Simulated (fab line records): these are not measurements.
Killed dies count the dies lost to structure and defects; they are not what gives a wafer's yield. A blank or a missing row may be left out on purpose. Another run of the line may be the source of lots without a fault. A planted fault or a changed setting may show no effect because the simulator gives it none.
Comparing a struck lot with a sound one ; flow rit_cmos ; 27 steps out of a route of 202
Sound: the wafers L790.3, L790.4, L790.5. Struck: wafers L798.4, L798.5, L798.6. The cause is named last.
At each step with rows: each side's tool, then ch and its chambers, then its first start. Under that, the readings that differ: sound wafers ; struck wafers ; difference of the means ; sigmas: that difference in standard deviations of wafers without a fault.
alike: words and numbers the same on both sides, and readings whose means are apart by under 2 such deviations; not compared: readings that were withheld, readings missing a value for some wafer, numbers with overlapping values and no deviation given by the record, and bounds like >300 which may hide the same value.
The two part at a step that has a row with sigmas, a row that says differs or no value, or rows on one side only. Non-overlapping numbers with no deviation appear without sigmas and do not part them. A reading missing from all wafers of one side parts the sides only when that side holds two or more wafers.

RIT_ACTIVE_BOW_MEAS_00:
  sound on film_metro-03 at day 1 20:02; struck on film_metro-04 at day 3 12:04
reading;sound;struck;difference;sigmas
INCOMING_BOW (um);-10 -15 -9;-2 8 0;+13;+2
then, 1 step without rows for these wafers: RIT_ACTIVE_OXIDATION_01 (target thk 46.8 nm, ox time 3360 s).
RIT_ACTIVE_THK_MEAS_02:
  sound on film_metro-01 at day 1 22:04; struck on film_metro-01 at day 3 14:05
reading;sound;struck;difference;sigmas
ACTIVE_OXIDE_THK (nm);47.5 48.2 49.1;45.0 44.5 45.1;-3.4;-3
RIT_ACTIVE_CVD_03: deposits Si3N4 from SiH2Cl2/NH3, target thk 150 nm, time 1500 s.
  sound on lpcvd-01 ch 1, day 1 22:07; struck on lpcvd-02 ch 0, day 3 14:07
reading;sound;struck;difference;sigmas
spike_tc_centre_C (C);813.1 810.7 813.7;827.5 825.4 828.7;+14.7;+13
spike_tc_load_C (C);829.2 828.0 829.7;849.7 848.7 849.2;+20.2;+11
spike_tc_source_C (C);833.1 834.8 834.8;846.3 845.1 844.9;+11.2;+7
susceptor_temp_C (C);810.3 809.4 810.0;825.0 825.2 824.6;+15.0;+46
model.Si3N4_of_ACTIVE_CVD_03.thk_nm (nm);148.9 149 149.6;193.9 194.6 194.7;+45.2;
  alike: zone_power_centre_pct, zone_power_source_pct
RIT_ACTIVE_THK_MEAS_04:
  sound on film_metro-03 at day 1 23:33; struck on film_metro-03 at day 3 15:34
reading;sound;struck;difference;sigmas
ACTIVE_NITRIDE_THK (nm);149.0 149.0 149.6;193.7 194.6 194.7;+45.1;+32
then, 6 steps without rows for these wafers: RIT_ACTIVE_HMDS_05 (prime time 60 s); RIT_ACTIVE_COAT_06 (resist thk 1000 nm); RIT_ACTIVE_SOFTBAKE_07 (time 60 s); RIT_ACTIVE_EXPOSE_08 (exposes mask M1, target cd 1400 nm); RIT_ACTIVE_PEB_09; RIT_ACTIVE_DEVELOP_10 (develop time 50 s).
RIT_ACTIVE_CD_MEAS_11 targets a cd of 1400 nm.
  sound on cd_sem-02 at day 2 00:29; struck on cd_sem-02 at day 3 16:44
reading;sound;struck;difference;sigmas
cd_nm (nm);1397.9 1397.3 1399.8;1403.7 1403.1 1402.9;+4.9;+2
then, 1 step without rows for these wafers: RIT_ACTIVE_HARDBAKE_12 (time 60 s).
RIT_ACTIVE_ETCH_13: etches Si3N4 in SF6, stops on SiO2, time 210 s, target depth 210 nm.
  sound on rie_diel-03 ch 1,2,3, day 2 00:43; struck on rie_diel-02 ch 0,3, day 3 16:56
reading;sound;struck;difference;sigmas
oes_product_au (a.u.);0.833 0.820 0.817;0.963 0.954 0.962;+0.136;+12
throttle_valve_pct (%);7.25 7.39 7.30;7.60 7.54 7.60;+0.27;+2
model.ACTIVE.feature_depth_nm (nm);148.9 149 150.1;193.9 197.4 194.7;+46.0;
model.etch.depth_nm (nm);148.9 149 149.6;193.9 194.6 194.7;+45.2;
  alike: chamber_pressure_mTorr, drypump_motor_current_A, rf_fwd_power_W
  not compared: rf_hours_counter_h
RIT_ACTIVE_STRIP_14: strips in O2, time 180 s.
  sound on plasma_asher-03 ch 0,1, day 2 00:54; struck on plasma_asher-03 ch 0,1, day 3 17:08
  alike: chamber_pressure_mTorr, drypump_motor_current_A
  not compared: rf_hours_counter_h
RIT_ACTIVE_CD_MEAS_90 targets a cd of 1400 nm.
  sound on cd_sem-02 at day 2 01:04; struck on cd_sem-02 at day 3 17:19
reading;sound;struck;difference;sigmas
cd_nm (nm);1398.3 1397.2 1399.7;1404.0 1403.3 1403.4;+5.2;+2
then, 4 steps without rows for these wafers: RIT_ACTIVE_CLEAN_15 (cleans in SC1, time 600 s); RIT_ACTIVE_CLEAN_16 (cleans in dHF, time 29.33 s); RIT_ACTIVE_CLEAN_17 (cleans in SC2, time 600 s); RIT_FOX1_OXIDATION_00 (target thk 350.7 nm, ox time 1130 s).
RIT_FOX1_THK_MEAS_01:
  sound on film_metro-03 at day 2 03:40; struck on film_metro-03 at day 3 19:24
  alike: FOX1_OXIDE_THK
then, 2 steps without rows for these wafers: RIT_FOX1_WET_ETCH_02 (etches SiO2 in BOE, target depth 350 nm, time 390 s); RIT_FOX2_OXIDATION_00 (target thk 350.7 nm, ox time 1130 s).
RIT_FOX2_THK_MEAS_01:
  sound on film_metro-02 at day 2 05:10; struck on film_metro-02 at day 3 20:53
  alike: FOX2_OXIDE_THK
RIT_FOX2_CLEAN_02: cleans in dHF, time 180 s.
  sound on wet_bench-04 ch 1, day 2 05:12; struck on wet_bench-01 ch 3, day 3 20:55
reading;sound;struck;difference;sigmas
model.Si3N4_of_ACTIVE_CVD_03.thk_nm (nm);129.7 129.7 130.4;174.6 175.4 175.5;+45.2;
then, 1 step without rows for these wafers: RIT_FOX2_WET_ETCH_03 (etches Si3N4 in H3PO4, target depth 195 nm, time 2700 s).
RIT_M1_PROBE_99:
  sound on prober-01 at day 3 22:35; struck on prober-01 at day 5 10:46
reading;sound;struck;difference;sigmas
model.etest.pldd.width_nm (nm);3171 3144 3143;3248 3255 3244;+96;
model.etest.nldd.width_nm (nm);3170 3168 3164;3238 3249 3253;+79;
model.etest.pplus_sal.width_nm (nm);3455 3444 3434;3483 3495 3489;+45;
model.etest.nplus_sal.width_nm (nm);3458 3434 3458;3468 3477 3508;+34;
  alike: killed_at_M0_to_M3, killed_at_contacts, killed_at_front_end, killed_dies, killed_open, killed_short

== WHERE THEY PART ==
Earliest at RIT_ACTIVE_BOW_MEAS_00; latest, in this record, at RIT_ACTIVE_CD_MEAS_90. Later steps at which nothing parts them and some readings are alike: RIT_FOX1_THK_MEAS_01, RIT_FOX2_THK_MEAS_01, RIT_M1_PROBE_99.

WHY: whatever the simulator had introduced
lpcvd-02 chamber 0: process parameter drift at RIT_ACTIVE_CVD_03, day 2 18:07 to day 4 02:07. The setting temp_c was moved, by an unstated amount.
